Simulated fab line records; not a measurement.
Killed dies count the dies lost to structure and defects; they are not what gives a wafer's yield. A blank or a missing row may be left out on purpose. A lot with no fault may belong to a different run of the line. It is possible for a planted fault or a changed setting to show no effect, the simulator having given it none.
What tool caused it? || flow berkeley cmos170 || 6 lots with 18 wafers sampled at 2 steps, on a route of 331 steps

WHAT EACH GAUGE READ, for each wafer
UCB170_GATE_CD_MEAS_12: the cd target is 350 nm.
{"lot": "L641", "measured": "day 8 03:51", "on": "cd sem-01", "cd nm (nm)": "351.1 351.2 350.8"}
{"lot": "L642", "measured": "day 8 04:40", "on": "cd sem-01", "cd nm (nm)": "348.9 349.2 349.0"}
{"lot": "L645", "measured": "day 8 17:25", "on": "cd sem-02", "cd nm (nm)": "349.5 350.3 349.5"}
{"lot": "L646", "measured": "day 9 02:32", "on": "cd sem-01", "cd nm (nm)": "353.3 352.6 352.1"}
{"lot": "L653", "measured": "day 10 05:28", "on": "cd sem-02", "cd nm (nm)": "352.9 351.2 351.2"}
{"lot": "L661", "measured": "day 11 22:19", "on": "cd sem-02", "cd nm (nm)": "350.3 348.4 349.7"}

WHICH TOOL RAN EACH LOT (tool, then ch and the chambers of the sampled wafers, then the start)
{"lot": "L641", "UCB170_GATE_EXPOSE_09": "krf scanner-01 ch 0, day 8 03:28"}
{"lot": "L642", "UCB170_GATE_EXPOSE_09": "krf scanner-02 ch 0, day 8 03:54"}
{"lot": "L645", "UCB170_GATE_EXPOSE_09": "krf scanner-01 ch 0, day 8 16:59"}
{"lot": "L646", "UCB170_GATE_EXPOSE_09": "krf scanner-02 ch 0, day 9 02:05"}
{"lot": "L653", "UCB170_GATE_EXPOSE_09": "krf scanner-02 ch 0, day 10 05:04"}
{"lot": "L661", "UCB170_GATE_EXPOSE_09": "krf scanner-02 ch 0, day 11 21:35"}
- UCB170_GATE_EXPOSE_09: exposes mask POLY, target cd 350 nm.

THE ANSWER, worked out from the rows above alone
Rule: usual is defined by the lots themselves. The widest of any qualifying gaps counts: lots, ordered by their means at a reading, are off when they make up no more than a third of the lots, leave a main group of 4 or more, and stand apart from it by 3 or more times the standard deviation of that group's means. Not used: any main group whose means are identical at the precision the tables above print for the reading. A lot without any number at a reading at which 4 lots or more have one is off too. Where the step has rows for the other lots, those lots are counted as sound.
None of the lots is off at any reading shown; this tells nothing.

WHAT THE SIMULATOR PUT IN
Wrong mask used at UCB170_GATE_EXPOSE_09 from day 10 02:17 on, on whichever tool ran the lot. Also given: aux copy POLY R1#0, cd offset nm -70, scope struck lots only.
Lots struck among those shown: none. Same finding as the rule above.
